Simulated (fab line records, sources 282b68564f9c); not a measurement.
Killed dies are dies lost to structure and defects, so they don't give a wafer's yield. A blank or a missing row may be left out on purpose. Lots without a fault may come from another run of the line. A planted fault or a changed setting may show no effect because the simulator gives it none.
fab line records | flow rit_cmos
record lots=14 wafers=42 last_day=8
route steps=202 shown GATE@81
lots that met no fault: from a run of the same line without faults
start_h: hours from the record's first day to the start of the lot's first wafer shown | wait_h: hours since the lot's step before | " the same as in the row above | L1.1+2: a row that stands for several wafers | - no value, or no start given | * or withheld: withheld | < > ~ a bound
route shown NAME@n: a module of which the file shows steps, and the number in the route of the first | usual: mean/standard deviation of fault-free wafers | same: alike in all rows | chamber/n: place in a boat | sites: the reading at each site | _std_site: their standard deviation | _edge_site: outer sites' mean less inner sites' | radius_mm: how far each site lies from the wafer's centre | mask NAME#n: copy n | behind: the tool/chamber that last shaped the wafer | hold: why the lot was held/for how many hours/how that ended | device: the transistor (n, p or np) that didn't switch | end of line: the same wafers' tests at the end of the route | a step without rows: its recipe alone | killed: dies lost to structure and defects at the first sort, not the wafer's yield | map: a wafer's dies, x killed, . not, _ none there
set.NAME: the setting as run; set.NAME@STEP: as run at that earlier step | model.NAME: the simulator's own value behind a step, which no gauge read
steps of the route over a sample of lots; a table a step, a row a wafer
services: from which hour (start_h, from the record's first day; less than 0 if before it) a tool's chamber was out of use, for how many hours, and why
## steps
# step RIT_GATE_OXIDATION_05
# recipe temp_c=900 ambient=O2 target_thk_a=30 ox_time_s=270
# usual tube_center_temp_C_max=902.3/0.35 zone_power_centre_pct=40.9/1.2 zone_power_source_pct=27.4/2.7
# columns lot.wafer tool chamber start_h wait_h tube_center_temp_C_max zone_power_centre_pct zone_power_source_pct
L474.2 furnace-01 0 35.17 2.5 902.1 39.9 31.4
L474.4 " 0 " " 902.4 39.6 31.9
L474.6 " 0 " " 901.8 40.3 31.2
L475.1 furnace-04 0 42.67 3.6 902.0 41.0 26.3
L475.3 " 0 " " 902.8 40.0 26.1
L475.4 " 0 " " 901.6 39.6 25.4
L476.1 furnace-04 0 50.49 2.0 902.3 39.0 26.1
L476.3 " 0 " " 902.3 39.9 25.6
L476.5 " 0 " " 902.0 40.4 26.0
L477.2 furnace-01 0 54.48 0.6 902.7 39.7 32.2
L477.3 " 0 " " 902.2 40.6 31.3
L477.4 " 0 " " 902.4 40.0 31.2
L478.1 furnace-03 0 62.90 2.2 902.4 42.2 25.6
L478.2 " 0 " " 902.3 42.5 25.0
L478.5 " 0 " " 902.0 42.6 26.0
L479.2 furnace-03 0 66.78 1.2 902.2 42.3 25.9
L479.3 " 0 " " 902.0 42.2 25.9
L479.5 " 0 " " 902.4 42.4 25.9
L480.1 furnace-01 0 68.62 0.2 902.1 39.9 31.5
L480.4 " 0 " " 902.7 40.3 31.3
L480.5 " 0 " " 903.3 40.4 31.8
L484.3 furnace-03 0 85.65 0.8 902.4 41.9 25.7
L484.5 " 0 " " 902.2 42.5 25.8
L484.6 " 0 " " 902.0 42.4 25.7
L486.1 furnace-03 0 99.68 1.7 902.3 42.6 25.6
L486.4 " 0 " " 902.2 42.4 25.6
L486.6 " 0 " " 902.7 41.8 25.7
L487.1 furnace-01 0 102.92 0.1 902.2 39.9 31.8
L487.2 " 0 " " 901.8 40.0 31.9
L487.3 " 0 " " 901.9 39.6 31.8
L488.3 furnace-04 0 104.31 0.0 901.9 40.0 25.7
L488.5 " 0 " " 902.4 40.0 25.9
L488.6 " 0 " " 902.3 40.2 25.9
L490.4 furnace-04 0 116.97 0.5 902.2 40.0 26.3
L490.5 " 0 " " 902.5 39.4 26.2
L490.6 " 0 " " 902.5 41.1 26.2
L493.1 furnace-04 0 131.21 0.1 902.8 40.1 25.3
L493.2 " 0 " " 901.9 39.6 25.9
L493.3 " 0 " " 902.3 40.7 25.4
L495.2 furnace-04 0 143.26 2.6 902.1 40.0 25.5
L495.4 " 0 " " 902.1 39.6 25.8
L495.5 " 0 " " 901.9 39.2 25.5
# step RIT_GATE_THK_MEAS_07
# recipe reads=SiO2_of_GATE_OXIDATION_05
# usual GATE_OXIDE_THK=3.04/0.063
# columns lot.wafer tool chamber start_h wait_h GATE_OXIDE_THK[nm]
L474.2 film_metro-03 - 41.37 0.0 2.99
L474.4 " - " " 3.00
L474.6 " - " " 3.04
L475.1 film_metro-04 - 48.56 0.0 2.97
L475.3 " - " " 3.00
L475.4 " - " " 2.98
L476.1 film_metro-04 - 52.64 0.0 3.09
L476.3 " - " " 3.13
L476.5 " - " " 3.05
L477.2 film_metro-03 - 56.91 0.0 2.99
L477.3 " - " " 3.00
L477.4 " - " " 2.96
L478.1 film_metro-04 - 64.85 0.0 3.09
L478.2 " - " " 3.13
L478.5 " - " " 3.06
L479.2 film_metro-03 - 68.63 0.0 3.01
L479.3 " - " " 3.05
L479.5 " - " " 2.99
L480.1 film_metro-02 - 71.18 0.0 3.16
L480.4 " - " " 3.14
L480.5 " - " " 3.15
L484.3 film_metro-02 - 87.95 0.0 3.39
L484.5 " - " " 3.40
L484.6 " - " " 3.39
L486.1 film_metro-04 - 101.58 0.0 3.42
L486.4 " - " " 3.31
L486.6 " - " " 3.38
L487.1 film_metro-02 - 104.24 0.0 2.99
L487.2 " - " " 3.11
L487.3 " - " " 3.03
L488.3 film_metro-03 - 107.32 0.0 3.09
L488.5 " - " " 3.11
L488.6 " - " " 3.07
L490.4 film_metro-03 - 118.49 0.0 3.09
L490.5 " - " " 3.08
L490.6 " - " " 3.07
L493.1 film_metro-04 - 132.53 0.0 3.03
L493.2 " - " " 2.95
L493.3 " - " " 2.96
L495.2 film_metro-04 - 145.85 0.0 2.96
L495.4 " - " " 3.00
L495.5 " - " " 3.02
## services
# columns tool chamber start_h hours kind
furnace-01 - 114.32 3.3 pm
## key
first_sign step=RIT_GATE_THK_MEAS_07 reading=GATE_OXIDE_THK direction=up sigmas=5.4 usual=3.04 struck=3.38
effect none on later readings
met_at RIT_GATE_OXIDATION_05
struck_lots L484,L486
tester_left_out L484,L486
onset_between 66.78 85.65
fault kind=process_parameter_drift tool=furnace-03 chamber=- onset_h=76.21 steps=RIT_GATE_OXIDATION_05 channel=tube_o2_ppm offset=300 shape=step end_h=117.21
# tester_left_out: of these lots the tester's yield and bins aren't shown, on N5 and GAA mostly nor the transistor test; their killed dies are dies lost to structure and defects alone, not to doping, threshold or leakage, so they don't give the yield
